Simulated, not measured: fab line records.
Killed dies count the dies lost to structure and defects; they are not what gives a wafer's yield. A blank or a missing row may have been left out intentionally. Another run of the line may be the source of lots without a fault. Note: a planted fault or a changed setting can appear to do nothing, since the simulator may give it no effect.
Which tool did it? || flow rit cmos || 14 lots, 42 wafers sampled, at 3 steps of a route of 202

WHAT THE GAUGES READ, wafer by wafer
RIT_M1_RS_MEAS_01: measurement is done with a four-point probe. Usual: M1_AL_RS gives 0.0732 ohm/sq (standard deviation 0.00077).
{"lot": "L903", "measured": "day 3 08:55", "on": "film metro-02", "M1_AL_RS (ohm/sq)": "0.0728 0.0717 0.0730", "flag": ""}
{"lot": "L904", "measured": "day 3 14:28", "on": "film metro-04", "M1_AL_RS (ohm/sq)": "0.0733 0.0731 0.0733", "flag": ""}
{"lot": "L906", "measured": "day 3 20:49", "on": "film metro-02", "M1_AL_RS (ohm/sq)": "0.0716 0.0725 0.0725", "flag": ""}
{"lot": "L907", "measured": "day 4 03:52", "on": "film metro-04", "M1_AL_RS (ohm/sq)": "0.0726 0.0737 0.0739", "flag": ""}
{"lot": "L908", "measured": "day 4 10:37", "on": "film metro-04", "M1_AL_RS (ohm/sq)": "0.0726 0.0735 0.0733", "flag": ""}
{"lot": "L912", "measured": "day 5 09:26", "on": "film metro-04", "M1_AL_RS (ohm/sq)": "0.0737 0.0733 0.0738", "flag": ""}
{"lot": "L913", "measured": "day 5 14:21", "on": "film metro-04", "M1_AL_RS (ohm/sq)": "0.0754 0.0736 0.0746", "flag": ""}
{"lot": "L914", "measured": "day 5 17:22", "on": "film metro-02", "M1_AL_RS (ohm/sq)": "0.0730 0.0808 0.0729", "flag": "OFF"}
{"lot": "L915", "measured": "day 5 22:15", "on": "film metro-03", "M1_AL_RS (ohm/sq)": "0.0738 0.0743 0.0736", "flag": ""}
{"lot": "L916", "measured": "day 6 03:11", "on": "film metro-02", "M1_AL_RS (ohm/sq)": "0.0824 0.0739 0.0732", "flag": "OFF"}
{"lot": "L919", "measured": "day 6 16:02", "on": "film metro-04", "M1_AL_RS (ohm/sq)": "0.0728 0.0733 0.0727", "flag": ""}
{"lot": "L921", "measured": "day 7 01:29", "on": "film metro-04", "M1_AL_RS (ohm/sq)": "0.0723 0.0733 0.0724", "flag": ""}
{"lot": "L923", "measured": "day 7 13:13", "on": "film metro-02", "M1_AL_RS (ohm/sq)": "0.0755 0.0731 0.0754", "flag": ""}
{"lot": "L925", "measured": "day 7 21:14", "on": "film metro-04", "M1_AL_RS (ohm/sq)": "0.0727 0.0738 0.0741", "flag": ""}

RIT_M1_THK_MEAS_02: measures by xrf. Usual: M1_AL_THK gives 402 nm (standard deviation 4.7).
{"lot": "L903", "measured": "day 3 09:01", "on": "film metro-02", "M1_AL_THK (nm)": "405 410 402", "flag": ""}
{"lot": "L904", "measured": "day 3 14:35", "on": "film metro-04", "M1_AL_THK (nm)": "404 403 403", "flag": ""}
{"lot": "L906", "measured": "day 3 20:55", "on": "film metro-02", "M1_AL_THK (nm)": "410 406 407", "flag": ""}
{"lot": "L907", "measured": "day 4 03:59", "on": "film metro-04", "M1_AL_THK (nm)": "404 399 397", "flag": ""}
{"lot": "L908", "measured": "day 4 10:43", "on": "film metro-04", "M1_AL_THK (nm)": "406 401 400", "flag": ""}
{"lot": "L912", "measured": "day 5 09:32", "on": "film metro-04", "M1_AL_THK (nm)": "399 399 399", "flag": ""}
{"lot": "L913", "measured": "day 5 14:28", "on": "film metro-04", "M1_AL_THK (nm)": "391 398 393", "flag": ""}
{"lot": "L914", "measured": "day 5 17:29", "on": "film metro-02", "M1_AL_THK (nm)": "404 369 401", "flag": ""}
{"lot": "L915", "measured": "day 5 22:20", "on": "film metro-03", "M1_AL_THK (nm)": "400 396 398", "flag": ""}
{"lot": "L916", "measured": "day 6 03:17", "on": "film metro-02", "M1_AL_THK (nm)": "357 393 398", "flag": "OFF"}
{"lot": "L919", "measured": "day 6 16:10", "on": "film metro-04", "M1_AL_THK (nm)": "406 402 407", "flag": ""}
{"lot": "L921", "measured": "day 7 01:37", "on": "film metro-04", "M1_AL_THK (nm)": "412 407 410", "flag": ""}
{"lot": "L923", "measured": "day 7 13:20", "on": "film metro-02", "M1_AL_THK (nm)": "392 400 391", "flag": ""}
{"lot": "L925", "measured": "day 7 21:21", "on": "film metro-04", "M1_AL_THK (nm)": "408 403 401", "flag": ""}

TOOL THAT RAN EACH LOT (tool first, then ch and the chambers of the sampled wafers, then the start)
{"lot": "L903", "RIT_M1_SPUTTER_00": "pvd sputter-01, day 3 08:35"}
{"lot": "L904", "RIT_M1_SPUTTER_00": "pvd sputter-03, day 3 14:09"}
{"lot": "L906", "RIT_M1_SPUTTER_00": "pvd sputter-03, day 3 20:29"}
{"lot": "L907", "RIT_M1_SPUTTER_00": "pvd sputter-01, day 4 03:34"}
{"lot": "L908", "RIT_M1_SPUTTER_00": "pvd sputter-03, day 4 10:18"}
{"lot": "L912", "RIT_M1_SPUTTER_00": "pvd sputter-03, day 5 09:07"}
{"lot": "L913", "RIT_M1_SPUTTER_00": "pvd sputter-04, day 5 14:04"}
{"lot": "L914", "RIT_M1_SPUTTER_00": "pvd sputter-03, day 5 17:05"}
{"lot": "L915", "RIT_M1_SPUTTER_00": "pvd sputter-01, day 5 21:53"}
{"lot": "L916", "RIT_M1_SPUTTER_00": "pvd sputter-03, day 6 02:52"}
{"lot": "L919", "RIT_M1_SPUTTER_00": "pvd sputter-01, day 6 15:45"}
{"lot": "L921", "RIT_M1_SPUTTER_00": "pvd sputter-01, day 7 01:11"}
{"lot": "L923", "RIT_M1_SPUTTER_00": "pvd sputter-01, day 7 12:55"}
{"lot": "L925", "RIT_M1_SPUTTER_00": "pvd sputter-01, day 7 20:56"}
- RIT_M1_SPUTTER_00: material Al, target thk 400 nm, time 500 s.

WHAT THE TOOLS THEMSELVES READ (means of the sampled wafers that have a number; where no wafer has one, the mark that the record gives instead)
RIT_M1_SPUTTER_00. Usual: chamber pressure pa 0.3999 Pa, standard deviation 0.00084; throttle valve pct 29.9 %, standard deviation 0.69.
{"lot": "L903", "tool": "pvd sputter-01", "chamber pressure pa (Pa)": 0.3996, "throttle valve pct (%)": 29.3, "flag": ""}
{"lot": "L904", "tool": "pvd sputter-03", "chamber pressure pa (Pa)": 0.4001, "throttle valve pct (%)": 30.1, "flag": ""}
{"lot": "L906", "tool": "pvd sputter-03", "chamber pressure pa (Pa)": 0.4001, "throttle valve pct (%)": 30.1, "flag": ""}
{"lot": "L907", "tool": "pvd sputter-01", "chamber pressure pa (Pa)": 0.3998, "throttle valve pct (%)": 29.7, "flag": ""}
{"lot": "L908", "tool": "pvd sputter-03", "chamber pressure pa (Pa)": 0.3992, "throttle valve pct (%)": 30.0, "flag": ""}
{"lot": "L912", "tool": "pvd sputter-03", "chamber pressure pa (Pa)": 0.3998, "throttle valve pct (%)": 30.6, "flag": ""}
{"lot": "L913", "tool": "pvd sputter-04", "chamber pressure pa (Pa)": 0.3986, "throttle valve pct (%)": 29.9, "flag": ""}
{"lot": "L914", "tool": "pvd sputter-03", "chamber pressure pa (Pa)": 0.4542, "throttle valve pct (%)": 28.9, "flag": "OFF"}
{"lot": "L915", "tool": "pvd sputter-01", "chamber pressure pa (Pa)": 0.3998, "throttle valve pct (%)": 29.3, "flag": ""}
{"lot": "L916", "tool": "pvd sputter-03", "chamber pressure pa (Pa)": 0.4539, "throttle valve pct (%)": 29.3, "flag": "OFF"}
{"lot": "L919", "tool": "pvd sputter-01", "chamber pressure pa (Pa)": 0.4000, "throttle valve pct (%)": 29.7, "flag": ""}
{"lot": "L921", "tool": "pvd sputter-01", "chamber pressure pa (Pa)": 0.3999, "throttle valve pct (%)": 29.4, "flag": ""}
{"lot": "L923", "tool": "pvd sputter-01", "chamber pressure pa (Pa)": 0.4000, "throttle valve pct (%)": 29.5, "flag": ""}
{"lot": "L925", "tool": "pvd sputter-01", "chamber pressure pa (Pa)": 0.3992, "throttle valve pct (%)": 29.4, "flag": ""}

THE ANSWER, worked out from the rows above alone
Rule: take the mean of a lot's wafers that have a number; if it is more than 3 standard deviations from the usual mean, the lot is off. Also off: a lot with no number at a reading for which 4 or more lots have one. All remaining lots with rows at the step are treated as sound. First the gauges in route order, then the tools' own readings, where a lot's mean is used as printed above. At the first step where some lot is off, the reading lying furthest off is the one used; lots without a number count as furthest.
Off: L914, L916, seen at RIT_M1_RS_MEAS_01 (M1_AL_RS).
A tool fits if, at a process step before that reading, it ran every lot that is off, and no sound lot after the first of them. Not tried: the gauges at RIT_M1_RS_MEAS_01; whatever is off there is also off at RIT_M1_SPUTTER_00, on other tools, and gauge error can't account for it. One fits: RIT_M1_SPUTTER_00 on pvd sputter-03. A fault onset in the window from L912 (day 5 09:07, its last sound lot) to L914 (day 5 17:05, its first lot off) fits.
The tool's own readings at RIT_M1_SPUTTER_00 bear it out: on the lots that are off they differ by more than 5 times the standard deviation of the sound lots' means. chamber pressure pa reads 0.4541 Pa there against 0.3997 Pa on the sound lots.

WHAT THE SIMULATOR HAD PUT IN
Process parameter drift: pvd sputter-03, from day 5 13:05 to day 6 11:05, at RIT_M1_SPUTTER_00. From 0.4, the setting chamber pressure pa moved by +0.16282. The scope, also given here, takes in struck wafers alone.
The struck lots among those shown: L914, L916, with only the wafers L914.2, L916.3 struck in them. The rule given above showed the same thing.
